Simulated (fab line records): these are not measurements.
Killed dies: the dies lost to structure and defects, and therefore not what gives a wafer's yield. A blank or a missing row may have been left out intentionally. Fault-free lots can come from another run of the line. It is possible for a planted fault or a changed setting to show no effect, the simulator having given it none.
Which tool did it? ; flow rit cmos ; 21 wafers from 7 lots sampled at 2 of the route's 202 steps

## WHAT EACH GAUGE READ, for each wafer
RIT_M1_CD_MEAS_90: the cd target is 2600 nm.
lot;measured;on;cd nm (nm)
L459;day 3 17:55;cd sem-01;2604 2599 2601
L463;day 4 13:34;cd sem-01;2597 2606 2599
L465;day 5 05:38;cd sem-02;2602 2599 2597
L467;day 5 21:54;cd sem-02;2595 2597 2594
L471;day 6 15:51;cd sem-02;2601 2600 2600
L476;day 7 11:31;cd sem-02;2598 2585 2596
L480;day 8 03:13;cd sem-01;2593 2593 2599

## EACH LOT AND THE TOOL THAT RAN IT (in order: tool; ch and the chambers of the sampled wafers; start)
lot;RIT_M1_METAL_ETCH_12
L459;rie metal-03 ch 0,1, day 3 17:22
L463;rie metal-01 ch 0,1, day 4 13:02
L465;rie metal-03 ch 0,1, day 5 05:08
L467;rie metal-03 ch 1, day 5 21:22
L471;rie metal-03 ch 0,1, day 6 15:19
L476;rie metal-01 ch 0,1, day 7 10:59
L480;rie metal-02 ch 0,1, day 8 02:41
- RIT_M1_METAL_ETCH_12: etches Al in Cl2/BCl3, stops on SiO2, time 165 s, target depth 600 nm.

## THE ANSWER, worked out from the rows above alone
Rule: usual is defined by the lots themselves. Put in order of their means at a reading, lots are off if they are a third of the lots or fewer, leave a main group of 4 or more, and stand apart from it by a gap of 3 or more times the standard deviation of the main group's means; of several such gaps the widest counts. Not used: any main group whose means are identical at the precision the tables above print for the reading. A lot without any number at a reading at which 4 lots or more have one is off too. The other lots that the step has rows for count as sound.
Nothing can be told from this: no lot is off at any reading shown.

## WHAT HAD BEEN PUT IN BY THE SIMULATOR
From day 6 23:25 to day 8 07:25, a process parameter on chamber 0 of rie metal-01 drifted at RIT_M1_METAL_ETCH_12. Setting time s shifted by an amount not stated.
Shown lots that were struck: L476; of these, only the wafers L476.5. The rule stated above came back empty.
